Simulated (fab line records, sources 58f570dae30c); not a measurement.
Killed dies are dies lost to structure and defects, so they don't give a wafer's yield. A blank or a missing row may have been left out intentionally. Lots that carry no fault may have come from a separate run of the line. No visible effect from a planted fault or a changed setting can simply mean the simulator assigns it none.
Check of tool commonality :: flow berkeley-cmos170 :: 38 wafers sampled across 13 lots

## REASON IT WAS OPENED
Of 13 lots, 1 have the reading V1_POLISHED_THK flagged at UCB170_V1_THK_MEAS_04. Wafers without a fault read 984.2 nm, standard deviation 1.2.
Rule: a lot is flagged in two cases, either no wafer of it has a number, or all its wafers with numbers fall more than 4 standard deviations from that mean. As for the other lots, they are considered sound.

lot: L831
measured: day 7 19:36
on: film-metro-04
V1_POLISHED_THK (nm), wafer by wafer: 983.1 986.1 986.4
flag: 

lot: L829
measured: day 7 19:37
on: film-metro-01
V1_POLISHED_THK (nm), wafer by wafer: 985.0 985.7 984.1
flag: 

lot: L830
measured: day 8 09:23
on: film-metro-04
V1_POLISHED_THK (nm), wafer by wafer: 986.1 983.9 985.4
flag: 

lot: L832
measured: day 8 09:28
on: film-metro-01
V1_POLISHED_THK (nm), wafer by wafer: 985.2 983.2 984.0
flag: 

lot: L834
measured: day 9 05:14
on: film-metro-02
V1_POLISHED_THK (nm), wafer by wafer: 983.9 983.0 983.2
flag: 

lot: L836
measured: day 9 20:13
on: film-metro-02
V1_POLISHED_THK (nm), wafer by wafer: 986.4 986.2 984.7
flag: 

lot: L837
measured: day 9 20:23
on: film-metro-02
V1_POLISHED_THK (nm), wafer by wafer: 984.1 982.4 983.1
flag: 

lot: L840
measured: day 10 10:22
on: film-metro-01
V1_POLISHED_THK (nm), wafer by wafer: 1357.3 1356.2
flag: FLAGGED

lot: L846
measured: day 10 22:44
on: film-metro-02
V1_POLISHED_THK (nm), wafer by wafer: 984.8 985.6 984.1
flag: 

lot: L848
measured: day 11 23:36
on: film-metro-02
V1_POLISHED_THK (nm), wafer by wafer: 982.3 982.1 983.2
flag: 

lot: L849
measured: day 11 23:55
on: film-metro-01
V1_POLISHED_THK (nm), wafer by wafer: 986.0 984.1 983.6
flag: 

lot: L850
measured: day 12 04:07
on: film-metro-04
V1_POLISHED_THK (nm), wafer by wafer: 985.5 981.9 985.4
flag: 

lot: L851
measured: day 12 09:53
on: film-metro-02
V1_POLISHED_THK (nm), wafer by wafer: 982.7 982.7 984.9
flag: 
Flagged lots average 1356.8 nm: +372.5 nm relative to the usual, that is +99 or more standard deviations.

## EACH LOT AND THE TOOL IT RAN ON
2 process steps preceding the reading are held in the record, out of 331 steps in the route. Cell contents, in order: the tool; ch with the chambers the sampled wafers went through; the start.
lot: L831
flag: 
UCB170_CONTACT_RTA_08: rtp-anneal-02 ch 0, day 7 12:43
UCB170_V1_CMP_02: cmp-02 ch 0,1,2, day 7 19:14

lot: L829
flag: 
UCB170_CONTACT_RTA_08: rtp-anneal-02 ch 0, day 7 10:58
UCB170_V1_CMP_02: cmp-01 ch 0,1,2, day 7 19:17

lot: L830
flag: 
UCB170_CONTACT_RTA_08: rtp-anneal-01 ch 0, day 8 02:39
UCB170_V1_CMP_02: cmp-02 ch 1,3, day 8 08:58

lot: L832
flag: 
UCB170_CONTACT_RTA_08: rtp-anneal-02 ch 0, day 8 02:40
UCB170_V1_CMP_02: cmp-01 ch 0,1,3, day 8 09:07

lot: L834
flag: 
UCB170_CONTACT_RTA_08: rtp-anneal-01 ch 0, day 8 19:16
UCB170_V1_CMP_02: cmp-02 ch 1,2, day 9 04:46

lot: L836
flag: 
UCB170_CONTACT_RTA_08: rtp-anneal-01 ch 0, day 9 09:49
UCB170_V1_CMP_02: cmp-02 ch 0,1,3, day 9 19:56

lot: L837
flag: 
UCB170_CONTACT_RTA_08: rtp-anneal-02 ch 0, day 9 09:47
UCB170_V1_CMP_02: cmp-01 ch 1,2, day 9 19:50

lot: L840
flag: FLAGGED
UCB170_CONTACT_RTA_08: rtp-anneal-01 ch 0, day 10 00:24
UCB170_V1_CMP_02: cmp-01 ch 1, day 10 08:35

lot: L846
flag: 
UCB170_CONTACT_RTA_08: rtp-anneal-01 ch 0, day 10 12:11
UCB170_V1_CMP_02: cmp-02 ch 0,1,2, day 10 22:23

lot: L848
flag: 
UCB170_CONTACT_RTA_08: rtp-anneal-01 ch 0, day 11 06:28
UCB170_V1_CMP_02: cmp-02 ch 1,2, day 11 23:14

lot: L849
flag: 
UCB170_CONTACT_RTA_08: rtp-anneal-01 ch 0, day 11 17:37
UCB170_V1_CMP_02: cmp-02 ch 1,3, day 11 23:29

lot: L850
flag: 
UCB170_CONTACT_RTA_08: rtp-anneal-01 ch 0, day 11 19:57
UCB170_V1_CMP_02: cmp-02 ch 1,2,3, day 12 03:47

lot: L851
flag: 
UCB170_CONTACT_RTA_08: rtp-anneal-02 ch 0, day 11 21:19
UCB170_V1_CMP_02: cmp-02 ch 1,2,3, day 12 09:28
What these steps do:
- UCB170_CONTACT_RTA_08: time 10 s.
- UCB170_V1_CMP_02: polishes SiO2.
- UCB170_V1_THK_MEAS_04

## FLAGGED AGAINST TOTAL, ONE TOOL AT A TIME (gauges that did the reading follow at the end)
step: UCB170_CONTACT_RTA_08
tool: rtp-anneal-01
lots run: 8
flagged: 1
share of the flagged lots: all
sound lots run after its first flagged lot: 4 (L846,L848,L849,L850)

step: UCB170_CONTACT_RTA_08
tool: rtp-anneal-02
lots run: 5
flagged: 0
share of the flagged lots: none
sound lots run after its first flagged lot: -

step: UCB170_V1_CMP_02
tool: cmp-01
lots run: 4
flagged: 1
share of the flagged lots: all
sound lots run after its first flagged lot: 0

step: UCB170_V1_CMP_02
tool: cmp-02
lots run: 9
flagged: 0
share of the flagged lots: none
sound lots run after its first flagged lot: -

step: UCB170_V1_THK_MEAS_04
tool: film-metro-01
lots run: 4
flagged: 1
share of the flagged lots: all
sound lots run after its first flagged lot: 1 (L849)

step: UCB170_V1_THK_MEAS_04
tool: film-metro-02
lots run: 6
flagged: 0
share of the flagged lots: none
sound lots run after its first flagged lot: -

step: UCB170_V1_THK_MEAS_04
tool: film-metro-04
lots run: 3
flagged: 0
share of the flagged lots: none
sound lots run after its first flagged lot: -

## THE TABLE: WHAT IT ALLOWS
All flagged lots were run by 3 table rows, namely rtp-anneal-01 at UCB170_CONTACT_RTA_08, cmp-01 at UCB170_V1_CMP_02, film-metro-01 at UCB170_V1_THK_MEAS_04.
- rtp-anneal-01 at UCB170_CONTACT_RTA_08 ran 8 lots, 1 of them flagged. Sound lots ran on it after the first flagged one (L846, L848, L849, L850), which a lasting fault on the whole tool wouldn't allow.
- cmp-01 at UCB170_V1_CMP_02 ran 4 lots, 1 of them flagged. Last sound lot L837 at day 9 19:50, first flagged lot L840 at day 10 08:35; a fault beginning in between fits.
- film-metro-01 at UCB170_V1_THK_MEAS_04 ran 4 lots, 1 of them flagged. Sound lots ran on it after the first flagged one (L849), which a lasting fault on the whole tool wouldn't allow.
Just one tool remains: cmp-01 at UCB170_V1_CMP_02.

## WHAT HAD BEEN PUT IN BY THE SIMULATOR
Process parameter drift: cmp-01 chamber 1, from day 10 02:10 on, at UCB170_V1_CMP_02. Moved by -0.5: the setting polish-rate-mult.
Struck lots among those shown: L840. The rule given above showed the same thing.
